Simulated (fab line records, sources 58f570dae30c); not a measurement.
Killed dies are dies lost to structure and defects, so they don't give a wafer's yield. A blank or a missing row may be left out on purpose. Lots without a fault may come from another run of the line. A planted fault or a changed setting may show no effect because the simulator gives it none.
Chamber matching | flow berkeley_cmos170 | UCB170_GATE_ETCH_15 on rie_si-02: 4 sister chambers
The step etches poly-Si in HBr/Cl2, stops on SiO2, time 56.3 s, target depth 278.2 nm. 8 wafers are shown with their chamber, then 7 later ones without.

WAFERS WITH THEIR CHAMBER
wafer  | chamber | he_backside_leak_sccm (sccm) | oes_product_au (a.u.)
L781.3 | 3       | 2.9                          | 0.833
L783.3 | 2       | 3.0                          | 0.813
L783.4 | 3       | 2.9                          | 0.833
L785.1 | 1       | 2.4                          | 0.829
L785.3 | 0       | 2.4                          | 0.827
L785.4 | 2       | 3.0                          | 0.802
L790.1 | 0       | 2.4                          | 0.835
L790.5 | 1       | 2.3                          | 0.844

WAFERS WITHOUT THEIR CHAMBER
wafer  | he_backside_leak_sccm (sccm) | oes_product_au (a.u.)
L790.6 | 3.0                          | 0.823
L792.2 | 3.2                          | 0.812
L792.3 | 2.4                          | 0.839
L792.4 | 2.5                          | 0.837
L795.3 | 2.8                          | 0.837
L795.5 | 3.0                          | 0.811
L795.6 | 2.7                          | 0.839

WHICH CHAMBER EACH WENT THROUGH
wafer  | from the rows above     | in truth
L790.6 | can't be placed: 2 or 3 | 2
L792.2 | 2                       | 2
L792.3 | can't be placed: 0 or 1 | 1
L792.4 | can't be placed: 0 or 1 | 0
L795.3 | 3                       | 3
L795.5 | 2                       | 2
L795.6 | 3                       | 3
Placed correctly: 4 of 7. Can't be placed from these rows: 3 (the true chamber is among the candidates in 3). Placed wrongly: 0.
How it was worked out, from the rows above alone: a wafer's distance from a chamber is the root of the sum, over the readings, of the square of ((its reading less the chamber's mean) divided by the reading's scatter). The wafer belongs to the nearest chamber; if the next one is less than 2 further off, it can't be placed. A chamber's mean is the mean of its shown wafers. The scatter: the root of (the sum of the squares of (reading less its chamber's mean) over the shown wafers, divided by (wafers less chambers)).
